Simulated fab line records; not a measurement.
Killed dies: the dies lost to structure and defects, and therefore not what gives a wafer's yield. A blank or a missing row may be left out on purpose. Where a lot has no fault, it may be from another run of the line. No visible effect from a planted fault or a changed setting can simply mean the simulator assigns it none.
Matching of chambers + flow rit cmos + RIT_ACTIVE_ETCH_13 on rie diel-03 has 4 sister chambers
The step etches Si3N4 in SF6, stops on SiO2, time 210 s, target depth 210 nm. 8 wafers are shown with their chamber, then 7 later ones without.

EACH WAFER AND ITS CHAMBER
| wafer  | chamber | drypump motor current A (A) | throttle valve pct (%) |
|--------|---------|-----------------------------|------------------------|
| L899.2 | 3       | 6.3                         | 7.39                   |
| L900.1 | 3       | 6.3                         | 7.40                   |
| L900.2 | 0       | 5.0                         | 7.57                   |
| L909.2 | 2       | 5.2                         | 7.63                   |
| L909.3 | 1       | 4.9                         | 7.57                   |
| L909.6 | 1       | 4.9                         | 7.56                   |
| L911.1 | 2       | 5.1                         | 7.61                   |
| L911.4 | 0       | 5.0                         | 7.58                   |

WAFERS WITH NO CHAMBER GIVEN
| wafer  | drypump motor current A (A) | throttle valve pct (%) |
|--------|-----------------------------|------------------------|
| L911.5 | 5.0                         | 7.57                   |
| L915.1 | 5.0                         | 7.56                   |
| L915.3 | 6.3                         | 7.40                   |
| L915.5 | 5.2                         | 7.65                   |
| L916.2 | 4.9                         | 7.57                   |
| L916.3 | 6.3                         | 7.41                   |
| L916.6 | 6.3                         | 7.40                   |

WHICH CHAMBER EACH WENT THROUGH
| wafer  | from the rows above     | in truth |
|--------|-------------------------|----------|
| L911.5 | 0                       | 0        |
| L915.1 | can't be placed: 0 or 1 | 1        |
| L915.3 | 3                       | 3        |
| L915.5 | 2                       | 2        |
| L916.2 | 1                       | 1        |
| L916.3 | 3                       | 3        |
| L916.6 | 3                       | 3        |
Placed correctly: 6 of 7. Cannot be placed on the basis of these rows: 1; the candidates contain the true chamber in 1. Number placed wrongly: 0.
How it was worked out, from the rows above alone: a wafer's distance from a chamber is the root of the sum, over the readings, of the square of ((its reading less the chamber's mean) divided by the reading's scatter). If the next closest chamber is less than 2 further off than the closest, the wafer can't be placed; otherwise it belongs to the closest. A chamber's mean is the mean of its shown wafers. The scatter: take each reading less its chamber's mean, square it, sum over the shown wafers, divide by the number of wafers less the number of chambers, and take the root.
